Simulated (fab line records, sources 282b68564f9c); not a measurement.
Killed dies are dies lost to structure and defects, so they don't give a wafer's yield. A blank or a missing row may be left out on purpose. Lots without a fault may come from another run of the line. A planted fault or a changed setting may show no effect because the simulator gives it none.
A struck lot beside a sound one | flow rit_cmos | 19 steps out of a route of 202
Sound: wafers L185.3, L185.4, L185.6. Struck: wafers L180.2, L180.5, L180.6. The cause comes at the end.
At each step with rows: each side's tool, then ch and its chambers, then its first start. Under that, the readings that differ: sound wafers | struck wafers | difference of the means | sigmas: that difference in standard deviations of wafers without a fault.
alike: readings whose means differ by less than 2 such deviations, and words and numbers that are the same on both sides. not compared: withheld readings, readings that some wafer has no value for, bounds like >300 that may hide the same value, and numbers for which the record gives no deviation and whose values overlap.
The two part at a step that has a row with sigmas, a row that says differs or no value, or rows on one side only. Numbers that don't overlap but have no deviation are shown without sigmas and don't part them. A reading that every wafer of one side lacks parts them only if that side has two wafers or more.

first, 1 step without rows for these wafers: RIT_SILICIDE_WET_ETCH_00 (etches SiO2 in BOE, target depth 14 nm, time 15 s).
RIT_SILICIDE_SPUTTER_01: material Ti, target thk 30 nm, time 240 s.
  sound on pvd_sputter-01, day 7 03:46; struck on pvd_sputter-02, day 6 00:25
  alike: throttle_valve_pct
RIT_SILICIDE_RS_MEAS_02: measures by four-point-probe.
  sound on film_metro-04, day 7 03:58; struck on film_metro-03, day 6 00:35
  reading                 | sound          | struck         | difference | sigmas
  SILICIDE_TI_RS (ohm/sq) | 49.1 48.2 48.5 | 47.2 45.6 47.0 | -2.0       | -2
RIT_SILICIDE_THK_MEAS_03: measures by xrf.
  sound on film_metro-04, day 7 04:04; struck on film_metro-03, day 6 00:42
  alike: SILICIDE_TI_THK
RIT_SILICIDE_RTA_04: time 10 s, ramp up 5 s, ramp down 5 s.
  sound on rtp_anneal-02 ch 0, day 7 04:07; struck on rtp_anneal-01 ch 0, day 6 00:46
  alike: wafer_temp_C_max
then, 1 step without rows for these wafers: RIT_SILICIDE_WET_ETCH_05 (etches Ti in SPM, time 120 s).
RIT_SILICIDE_RTA_06: time 10 s, ramp up 5 s, ramp down 10 s.
  sound on rtp_anneal-01 ch 0, day 7 04:14; struck on rtp_anneal-02 ch 0, day 6 00:53
  alike: wafer_temp_C_max
RIT_CONTACT_CVD_00: deposits SiO2 from TEOS, target thk 400 nm, time 61 s.
  sound on pecvd-03 ch 0,2, day 7 04:17; struck on pecvd-01 ch 1,2, day 6 00:56
  alike: heater_power_w, rf_fwd_power_W
RIT_CONTACT_THK_MEAS_01:
  sound on film_metro-03, day 7 04:21; struck on film_metro-02, day 6 00:59
  alike: CONTACT_TEOS_THK
then, 3 steps without rows for these wafers: RIT_CONTACT_HMDS_02 (prime time 60 s); RIT_CONTACT_COAT_03 (resist thk 1000 nm); RIT_CONTACT_SOFTBAKE_04 (time 60 s).
RIT_CONTACT_EXPOSE_05: exposes mask M11, target cd 1000 nm.
  sound on iline_stepper-02 ch 0, day 7 05:00; struck on iline_stepper-01 ch 0, day 6 01:31
  reading                         | sound                   | struck               | difference | sigmas
  model.CONTACT.overlay_x_nm (nm) | -0.1097 -0.1097 -0.1097 | -149.4 -149.4 -149.4 | -149.3     |
  alike: mask
then, 2 steps without rows for these wafers: RIT_CONTACT_PEB_06; RIT_CONTACT_DEVELOP_07 (develop time 120 s).
RIT_CONTACT_CD_MEAS_08: target cd 1000 nm.
  sound on cd_sem-01, day 7 05:31; struck on cd_sem-01, day 6 02:02
  alike: cd_nm
RIT_CONTACT_OVL_MEAS_09:
  sound on overlay-02, day 7 05:37; struck on overlay-01, day 6 02:08
  reading          | sound         | struck               | difference | sigmas
  CONTACT_OVL (nm) | 1.0 -0.7 -0.7 | -148.5 -146.9 -147.3 | -147.4     | -87
then, 1 step without rows for these wafers: RIT_CONTACT_HARDBAKE_10 (time 60 s).
RIT_M1_PROBE_99:
  sound on prober-02, day 7 10:53; struck on prober-01, day 6 07:35
  reading                                    | sound             | struck          | difference | sigmas
  model.etest.contact_to_gate.bv_right_v (V) | 93.91 91.76 90.66 | 165 164.6 165.6 | +73        |
  model.etest.contact_to_gate.bv_left_v (V)  | 90.29 89.33 92.87 | 18.3 18 16.87   | -73.1      |
  alike: killed_at_contacts, killed_at_front_end, killed_dies, killed_on_rim, killed_open, killed_short

WHERE THEY PART
First at RIT_SILICIDE_RS_MEAS_02; last, within this record, at RIT_CONTACT_OVL_MEAS_09. Later steps at which nothing parts them and some readings are alike: RIT_M1_PROBE_99.

WHY: what the simulator had put in
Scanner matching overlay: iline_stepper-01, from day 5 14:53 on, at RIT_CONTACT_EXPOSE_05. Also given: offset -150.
